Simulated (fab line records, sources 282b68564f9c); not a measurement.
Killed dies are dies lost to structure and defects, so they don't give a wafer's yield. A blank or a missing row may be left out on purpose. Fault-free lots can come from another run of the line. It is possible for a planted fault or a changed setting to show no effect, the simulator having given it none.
Problem report, 8D (eight disciplines) form, completed by code || flow rit_cmos || the parts of the form that need people (team, actions taken, sign-off) are left out

== 1. THE ISSUE ==
Mean ACTIVE_OXIDE_THK at RIT_ACTIVE_THK_MEAS_02: 33.6 nm over 6 wafers in 2 lots; fault-free wafers: 47.2 nm, standard deviation 0.84. That is -16 standard deviations from the usual mean.
First seen on wafer L702.2, day 4 00:04, on film_metro-04. Wafers with a number at this step in the record: 42, from 14 lots. By rule, "out" or "out of limits" means more than 4 standard deviations away from the usual mean. Any other wafer with a number is counted as sound.

== 2. WHAT IT IS, AND WHAT IT ISN'T ==
{"question": "which readings at this step", "is": "ACTIVE_OXIDE_THK", "is not": "-"}
{"question": "which lots", "is": "L702, L703", "is not": "L690, L691, L692, L693, L695, L704, L707, L708, L709, L710, L711, L713"}
{"question": "which wafers of those lots", "is": "all that have a number", "is not": "-"}
{"question": "read on which gauges", "is": "film_metro-04", "is not": "film_metro-02, film_metro-03"}
{"question": "when", "is": "from day 4 00:04", "is not": "up to then (15 sound wafers); but 21 sound wafers of L704, L707, L708, L709, L710, L711, L713 came after"}

== 3. THE SUSPECTS, EACH WITH WHAT RULES IT OUT ==
Counting: any tool at a process step up to the reading is kept as a suspect provided that every lot that is out went through it and no sound lot did after the first of them.
- ruled out: the gauge at RIT_ACTIVE_THK_MEAS_02. All the wafers that are out were read on film_metro-04, but those of them that RIT_ACTIVE_OXIDATION_01 has rows for are out there too, on other tools.
- furnace-04 at RIT_ACTIVE_OXIDATION_01 (target thk 46.8 nm, ox time 3360 s): kept. All lots that are out passed through it, beginning with L702 at day 3 22:07, and no sound lot followed; its final sound lot before that point was L692 at day 1 20:07. On those wafers its own readings are out: spike_tc_centre_C, spike_tc_load_C, spike_tc_source_C, tube_center_temp_C, tube_center_temp_C_max.
After counting, what remains is furnace-04 at RIT_ACTIVE_OXIDATION_01.

== 4. THE CAUSE (what the simulator had put in) ==
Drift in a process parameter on furnace-04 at RIT_ACTIVE_OXIDATION_01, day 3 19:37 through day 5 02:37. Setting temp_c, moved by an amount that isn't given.
After counting, this tool was the only one left.

== 5. SEQUENCE OF EFFECTS, ordered by route ==
Rows list readings where the struck wafers' mean (over those with a number) sits beyond 3 standard deviations from the usual. Readings are gone through only where the record gives a usual standard deviation; hours: the median, over the lots, of the time from a lot's start at the first step in this table giving one to that lot's start at this step; sigmas: the change measured in usual standard deviations.
{"hours": 0, "step": "RIT_ACTIVE_OXIDATION_01", "reading": "spike_tc_centre_C", "usual": "1001.7 C", "on struck wafers": 961.0, "change": -40.7, "sigmas": -34}
{"hours": 0, "step": "RIT_ACTIVE_OXIDATION_01", "reading": "spike_tc_load_C", "usual": "1027 C", "on struck wafers": 992, "change": -36, "sigmas": -7.2}
{"hours": 0, "step": "RIT_ACTIVE_OXIDATION_01", "reading": "spike_tc_source_C", "usual": "1023.0 C", "on struck wafers": 984.8, "change": -38.2, "sigmas": -17}
{"hours": 0, "step": "RIT_ACTIVE_OXIDATION_01", "reading": "tube_center_temp_C", "usual": "999.99 C", "on struck wafers": 959.97, "change": -40.02, "sigmas": "-99 or more"}
{"hours": 0, "step": "RIT_ACTIVE_OXIDATION_01", "reading": "tube_center_temp_C_max", "usual": 1002.5, "on struck wafers": 962.1, "change": -40.4, "sigmas": -96}
{"hours": 2, "step": "RIT_ACTIVE_THK_MEAS_02", "reading": "ACTIVE_OXIDE_THK", "usual": "47.2 nm", "on struck wafers": 33.6, "change": -13.6, "sigmas": -16}
Process steps it contains:
- RIT_ACTIVE_OXIDATION_01: target thk 46.8 nm, ox time 3360 s.

== 6. WHAT WOULD HAVE CAUGHT IT SOONER ==
The first out-of-limits reading at a measuring or inspecting step in this record came at day 4 00:04, 4 hours after the fault's start at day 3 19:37.
Tool's own readings at RIT_ACTIVE_OXIDATION_01, spike_tc_centre_C, spike_tc_load_C, spike_tc_source_C, tube_center_temp_C, tube_center_temp_C_max: out on all struck wafers the step has rows for; an alarm limit on them would have tripped on the first.
L703, from the lots that are out (2), started RIT_ACTIVE_OXIDATION_01 on furnace-04 later than day 4 00:04. Holding the tool at that time would have saved it.
